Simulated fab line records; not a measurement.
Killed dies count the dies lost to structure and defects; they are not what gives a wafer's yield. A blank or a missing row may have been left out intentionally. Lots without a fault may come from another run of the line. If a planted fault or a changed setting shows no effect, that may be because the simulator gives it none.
Split-lot trial | flow berkeley_cmos170 | 23 wafers read across 5 lots, on a route 331 steps long

## ABOUT THE SPLIT
At UCB170_PFIELD_IMPLANT_07, the setting energy_kev was moved away from the recipe's 80 on 4 of the 23 wafers read, by -3.9% to -2.8%. This setting was run at the recipe's value on the other wafers.

The split's own step is where the reading is taken.

## THE READING
In nm, at UCB170_PFIELD_IMPLANT_07: implant.drp_nm, which is the simulator's own figure and was read by no gauge. No usual value for it is given in the file.

wafer  | tool, chamber at the split | energy_kev as run | against the recipe | implant.drp_nm, nm | against lot-mates on the recipe
L076.1 | implanter-04, 0            | 76.84             | -3.9%              | 73.4               | -1.46
L076.4 | implanter-04, 0            | 76.84             | -3.9%              | 73.4               | -1.46
L076.2 | implanter-04, 0            | 80                | recipe             | 74.86              | -
L076.3 | implanter-04, 0            | 80                | recipe             | 74.86              | -
L076.5 | implanter-04, 0            | 80                | recipe             | 74.86              | -
L075.2 | implanter-02, 0            | 80                | recipe             | 74.86              | -
L075.3 | implanter-02, 0            | 80                | recipe             | 74.86              | -
L075.4 | implanter-02, 0            | 80                | recipe             | 74.86              | -
L075.5 | implanter-02, 0            | 80                | recipe             | 74.86              | -
L075.6 | implanter-02, 0            | 80                | recipe             | 74.86              | -
L079.1 | implanter-02, 0            | 80                | recipe             | 74.86              | -
L079.3 | implanter-02, 0            | 80                | recipe             | 74.86              | -
L079.4 | implanter-02, 0            | 80                | recipe             | 74.86              | -
L079.5 | implanter-02, 0            | 80                | recipe             | 74.86              | -
L079.6 | implanter-02, 0            | 80                | recipe             | 74.86              | -
L082.1 | implanter-04, 0            | 77.72             | -2.8%              | 73.82              | -1.04
L082.4 | implanter-04, 0            | 77.72             | -2.8%              | 73.82              | -1.04
L082.3 | implanter-04, 0            | 80                | recipe             | 74.86              | -
L082.5 | implanter-04, 0            | 80                | recipe             | 74.86              | -
L082.6 | implanter-04, 0            | 80                | recipe             | 74.86              | -
L084.2 | implanter-02, 0            | 80                | recipe             | 74.86              | -
L084.5 | implanter-02, 0            | 80                | recipe             | 74.86              | -
L084.6 | implanter-02, 0            | 80                | recipe             | 74.86              | -

THE FIT
A straight line over all 23 wafers: implant.drp_nm changes by +0.368 nm for each +1% of energy_kev; r = +1.00; the points scatter about the line by 0.0033 nm.
The same after taking each lot's own level away (the mean of its wafers on the recipe; 23 wafers): +0.368 nm for each +1%; r = +1.00; scatter 0.0033 nm.
That fit puts the effect of the largest move of energy_kev on the reading at 1.5 nm.
The lots' own levels span 74.860 to 74.860 nm.
The two slopes agree, so the slope changes little with the lot-to-lot level.
Check: for one of the wafers moved furthest among these (-3.9%), held out of the fit, the line's prediction against its lot-mates is -1.45 nm. It came out at -1.46 nm against them.

## OTHER SPLITS APPLIED TO THESE WAFERS
Other splits were also applied to these wafers ahead of the reading. Each is held against what the fit with the lots' levels taken away leaves over:
other split on the same wafers          | wafers away from the commonest value | r with implant.drp_nm (lot level and that fit taken away)
UCB170_NWELL_CVD_04 sih2cl2_flow_sccm   | 18                                   | -0.07
UCB170_WELLDRIVE_OXIDATION_01 ox_time_s | 15                                   | -0.33
UCB170_ACTIVE_CVD_05 temp_c             | 18                                   | -0.37
UCB170_ACTIVE_ETCH_15 rf_w              | 4                                    | -0.42

## THE WHOLE CHAIN: every reading that the file lists as answering this split, in the file's order
step                     | what it does | reading                                                         | change (the file's fit)               | r (the file's)
UCB170_PFIELD_IMPLANT_07 |              | implant.rp_nm (the simulator's own value, which no gauge read)  | +2.13 nm for each +1% of the setting  | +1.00
UCB170_PFIELD_IMPLANT_07 |              | implant.drp_nm (the simulator's own value, which no gauge read) | +0.367 nm for each +1% of the setting | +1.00

## THE FILE'S OWN FIT
implant.drp_nm changes by +0.367 nm for each +1% of energy_kev, r = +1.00.
